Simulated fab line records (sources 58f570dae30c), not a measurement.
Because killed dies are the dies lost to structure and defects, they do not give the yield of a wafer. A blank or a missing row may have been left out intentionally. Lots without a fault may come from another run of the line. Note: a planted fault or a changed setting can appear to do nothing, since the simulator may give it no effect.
Which tool is to blame? | flow berkeley cmos170 | 42 wafers from 14 lots sampled at 4 of the route's 331 steps

## WHAT THE GAUGES SHOWED, per wafer
UCB170_START_BOW_MEAS_00. Usual: for INCOMING_BOW the level is 1 um and the standard deviation is 6.
lot  | measured    | on            | INCOMING_BOW (um) | flag
L169 | day 1 10:01 | film metro-02 | 1 -4 2            |
L170 | day 1 15:01 | film metro-01 | -1 7 -6           |
L171 | day 1 20:00 | film metro-02 | -6 -1 -1          |
L172 | day 2 01:07 | film metro-01 | 9 1 14            |
L174 | day 2 11:01 | film metro-02 | 0 -6 3            |
L175 | day 2 16:00 | film metro-01 | 10 -3 -8          |
L177 | day 3 02:08 | film metro-01 | 3 2 5             |
L179 | day 3 12:00 | film metro-03 | 0 7 2             |
L180 | day 3 17:01 | film metro-02 | 5 -3 5            |
L182 | day 4 03:01 | film metro-01 | 0 8 2             |
L183 | day 4 08:00 | film metro-01 | -7 0 -3           |
L184 | day 4 13:00 | film metro-02 | -2 2 -1           |
L188 | day 5 09:01 | film metro-01 | -9 1 11           |
L191 | day 6 00:00 | film metro-01 | 0 3 18            |

UCB170_START_THK_MEAS_03. Usual: for START_OXIDE_THK the level is 19.9 nm and the standard deviation is 0.38.
lot  | measured    | on            | START_OXIDE_THK (nm) | flag
L169 | day 1 12:12 | film metro-02 | 19.6 20.1 20.0       |
L170 | day 1 19:34 | film metro-01 | 20.2 19.9 20.0       |
L171 | day 1 23:59 | film metro-02 | 20.0 20.5 20.4       |
L172 | day 2 05:10 | film metro-01 | 20.4 20.3 20.1       |
L174 | day 2 14:52 | film metro-01 | 20.2 20.1 20.0       |
L175 | day 2 19:12 | film metro-01 | 18.8 18.9 19.2       |
L177 | day 3 06:55 | film metro-03 | 20.0 20.4 20.2       |
L179 | day 3 14:39 | film metro-03 | 19.8 19.8 19.7       |
L180 | day 3 18:49 | film metro-01 | 19.2 19.4 19.2       |
L182 | day 4 08:47 | film metro-02 | 19.8 20.0 19.8       |
L183 | day 4 12:02 | film metro-03 | 20.4 20.4 20.7       |
L184 | day 4 17:23 | film metro-03 | 20.5 20.2 20.4       |
L188 | day 5 13:29 | film metro-02 | 19.3 19.5 19.6       |
L191 | day 6 01:50 | film metro-02 | 19.8 19.5 19.8       |

UCB170_PSD_CD_MEAS_06: the cd target is 1200 nm. Usual: cd nm reads 1200.3 nm (standard deviation 1.5).
lot  | measured     | on        | cd nm (nm)                                | flag
L169 | day 5 20:25  | cd sem-02 | 1199.0 1199.8 1198.3                      |
L170 | day 7 08:46  | cd sem-02 | 1198.4 1198.2 1198.5                      |
L171 | day 6 22:33  | cd sem-01 | 1200.9 1199.7 1200.4                      |
L172 | day 7 05:39  | cd sem-01 | 1199.0 1197.6 1197.8                      |
L174 | day 7 21:05  | cd sem-01 | 1202.2 1203.4 1202.3                      |
L175 | day 7 16:38  | cd sem-01 | 1198.8 1198.9 1200.1                      |
L177 | day 8 04:31  | cd sem-02 | 1201.2 1201.3 1201.9                      |
L179 | day 8 11:24  | cd sem-02 | 1165.0 1164.9 1164.2 1165.1 1164.9 1164.7 | OFF
L180 | day 9 04:02  | cd sem-01 | 1201.1 1203.1 1204.0                      |
L182 | day 9 15:56  | cd sem-01 | 1200.9 1200.5 1200.0                      |
L183 | day 9 15:38  | cd sem-01 | 1199.5 1199.5 1199.3                      |
L184 | day 9 15:39  | cd sem-02 | 1171.0 1172.0 1170.6 1171.1 1171.8 1171.0 | OFF
L188 | day 10 13:52 | cd sem-01 | 1202.4 1199.6 1201.0                      |
L191 | day 10 23:43 | cd sem-02 | 1197.2 1199.4 1198.6                      |

## WHICH TOOL RAN EACH LOT (tool, then ch and the chambers of the sampled wafers, then the start)
lot  | UCB170_PSD_PEB_04
L169 | litho track-03 ch 0, day 5 20:09
L170 | litho track-04 ch 0, day 7 08:30
L171 | litho track-02 ch 0, day 6 22:17
L172 | litho track-04 ch 0, day 7 05:22
L174 | litho track-02 ch 0, day 7 20:49
L175 | litho track-03 ch 0, day 7 16:22
L177 | litho track-02 ch 0, day 8 04:14
L179 | litho track-02 ch 0, day 8 11:08
L180 | litho track-03 ch 0, day 9 03:46
L182 | litho track-03 ch 0, day 9 15:40
L183 | litho track-03 ch 0, day 9 15:22
L184 | litho track-02 ch 0, day 9 15:22
L188 | litho track-04 ch 0, day 10 13:36
L191 | litho track-04 ch 0, day 10 23:26
- UCB170_PSD_PEB_04

## WHAT THE TOOLS THEMSELVES READ (means of the sampled wafers that have a number; where no wafer has one, the mark that the record gives instead)
UCB170_PSD_PEB_04. Usual: heater power total W reads 56.80 W (standard deviation 0.043).
lot  | tool           | heater power total W (W) | flag
L169 | litho track-03 | 56.80                    |
L170 | litho track-04 | 56.83                    |
L171 | litho track-02 | 56.83                    |
L172 | litho track-04 | 56.85                    |
L174 | litho track-02 | 56.80                    |
L175 | litho track-03 | 56.82                    |
L177 | litho track-02 | 56.74                    |
L179 | litho track-02 | 65.96                    | OFF
L180 | litho track-03 | 56.78                    |
L182 | litho track-03 | 56.79                    |
L183 | litho track-03 | 56.76                    |
L184 | litho track-02 | 65.90                    | OFF
L188 | litho track-04 | 56.78                    |
L191 | litho track-04 | 56.81                    |

## THE ANSWER, worked out from the rows above alone
Rule: take the mean of a lot's wafers that have a number; if it is more than 3 standard deviations from the usual mean, the lot is off. Also off: a lot with no number at a reading for which 4 or more lots have one. Where the step has rows for the other lots, those lots are counted as sound. The gauges are gone through in route order, then the tools' own readings, and for those a lot's mean is taken as printed above. The first step at which some lot is off is used, and at that step the reading that is off furthest; a lot without a number counts as furthest.
Off, at UCB170_PSD_CD_MEAS_06 on cd nm: L179, L184.
A tool fits if, at a process step before that reading, it ran every lot that is off, and no sound lot after the first of them. The gauges at UCB170_PSD_CD_MEAS_06 aren't tried: what is off there is off at UCB170_PSD_PEB_04 too, on other tools, and a gauge's error can't cause that. One fits: UCB170_PSD_PEB_04 on litho track-02. A fault onset in the window from L177 (day 8 04:14, its last sound lot) to L179 (day 8 11:08, its first lot off) fits.
On the lots that are off, the tool's own readings at UCB170_PSD_PEB_04 differ by more than 5 times the standard deviation of the sound lots' means, which bears it out; heater power total W reads 65.93 W there versus 56.80 W on the sound lots.

## WHAT WAS PUT IN BY THE SIMULATOR
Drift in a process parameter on litho track-02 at UCB170_PSD_PEB_04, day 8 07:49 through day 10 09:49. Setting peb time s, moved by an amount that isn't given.
Shown lots that were struck: L179, L184. Same finding as the rule above.
